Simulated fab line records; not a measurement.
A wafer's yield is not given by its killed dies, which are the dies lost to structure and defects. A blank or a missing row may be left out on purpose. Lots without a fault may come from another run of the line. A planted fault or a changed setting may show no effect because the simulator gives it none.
A struck lot beside a sound one / flow berkeley-cmos170 / 17 out of 331 route steps
Sound: wafers L414.1, L414.2, L414.6. Struck: wafer L420.3. The cause is given at the end.
Order at every step that has rows: each side's tool, ch and its chambers, its first start. Under that, the readings that differ: sound wafers / struck wafers / difference of the means / sigmas: that difference in standard deviations of wafers without a fault.
alike: words and numbers the same on both sides, and readings whose means are apart by under 2 such deviations; not compared: readings that were withheld, readings missing a value for some wafer, numbers with overlapping values and no deviation given by the record, and bounds like >300 which may hide the same value.
A row with sigmas, a row that says differs or no value, or rows on one side alone: a step with any of these is where the two part. Numbers that don't overlap but have no deviation are shown without sigmas and don't part them. A reading that every wafer of one side lacks parts them only if that side has two wafers or more.

first, 3 steps without rows for these wafers: UCB170_BACKSIDE_HMDS_00 (prime time 60 s); UCB170_BACKSIDE_COAT_01 (resist thk 900 nm); UCB170_BACKSIDE_SOFTBAKE_02 (time 60 s).
UCB170_BACKSIDE_STRIP_03: strips in O2.
  sound on plasma-asher-02 ch 0,1, day 8 07:31; struck on plasma-asher-02 ch 1, day 9 04:58
reading=strip-time-to-endpoint-s (s); sound=22.19 22.13 22.19; struck=22.01; difference=-0.16; sigmas=-3
  alike: drypump-motor-current-A, oes-product-au
  not compared: rf-hours-counter-h
then, 1 step without rows for these wafers: UCB170_BACKSIDE_CLEAN_04 (cleans in SPM, time 600 s).
UCB170_SDANNEAL_RTA_00: time 10 s.
  sound on rtp-anneal-01 ch 0, day 8 07:52; struck on rtp-anneal-01 ch 0, day 9 05:14
  alike: chamber-o2-ppm, lamp-power-pct, wafer_temp_C_max
UCB170_SDANNEAL_RTA_01: time 5 s.
  sound on rtp-anneal-01 ch 0, day 8 07:56; struck on rtp-anneal-01 ch 0, day 9 05:17
  alike: chamber-o2-ppm, lamp-power-pct, wafer_temp_C_max
UCB170_SDANNEAL_RS_MEAS_02: uses a four-point probe to measure.
  struck on film-metro-01, day 9 05:22; sound on film-metro-04, day 8 08:00
  alike: PSD_RS
UCB170_SDANNEAL_RS_MEAS_03: uses a four-point probe to measure.
  struck on film-metro-01, day 9 05:29; sound on film-metro-04, day 8 08:07
  alike: NSD_RS
UCB170_SDANNEAL_RS_MEAS_04: uses a four-point probe to measure.
  struck on film-metro-01, day 9 05:37; sound on film-metro-04, day 8 08:14
  alike: PLDD_RS
UCB170_SDANNEAL_RS_MEAS_05: uses a four-point probe to measure.
  struck on film-metro-01, day 9 05:44; sound on film-metro-04, day 8 08:22
  alike: NLDD_RS
then, 1 step without rows for these wafers: UCB170_SILICIDE_PRE_CLEAN_00 (preclean etch time 60 s).
UCB170_SILICIDE_SPUTTER_01: material Ti, target thk 30 nm, time 25 s.
  struck on pvd-sputter-04, day 9 05:53; sound on pvd-sputter-03, day 8 08:32
reading=model.Ti_of_SILICIDE_SPUTTER_01.thk-nm (nm); sound=29.48 30.06 29.58; struck=28.48; difference=-1.23; sigmas=
  alike: throttle-valve-pct
UCB170_SILICIDE_RS_MEAS_02: uses a four-point probe to measure.
  struck on film-metro-03, day 9 06:14; sound on film-metro-04, day 8 08:34
reading=SILICIDE_TI_RS (ohm/sq); sound=26.7 26.1 26.6; struck=27.9; difference=+1.4; sigmas=+4
  not compared: hold
UCB170_SILICIDE_THK_MEAS_03: measures by xrf.
  struck on film-metro-03, day 9 09:59; sound on film-metro-04, day 8 08:41
reading=SILICIDE_TI_THK (nm); sound=29.7 30.4 29.8; struck=28.4; difference=-1.6; sigmas=-4
  not compared: hold
UCB170_SILICIDE_RTA_04: time 15 s.
  sound on rtp-anneal-02 ch 0, day 8 08:45; struck on rtp-anneal-02 ch 0, day 9 11:02
reading=hold; sound=- - -; struck=await-dispo/1.0h/release; difference=no value on the sound wafers; sigmas=
  alike: chamber-o2-ppm, lamp-power-pct, wafer_temp_C_max
UCB170_M3_PROBE_99:
  the record holds rows for the sound wafers here (prober-02, day 9 10:58) but none for the struck ones

## WHERE THEY PART
First at UCB170_BACKSIDE_STRIP_03; last, within this record, at UCB170_M3_PROBE_99.

WHY: the cause the simulator had injected
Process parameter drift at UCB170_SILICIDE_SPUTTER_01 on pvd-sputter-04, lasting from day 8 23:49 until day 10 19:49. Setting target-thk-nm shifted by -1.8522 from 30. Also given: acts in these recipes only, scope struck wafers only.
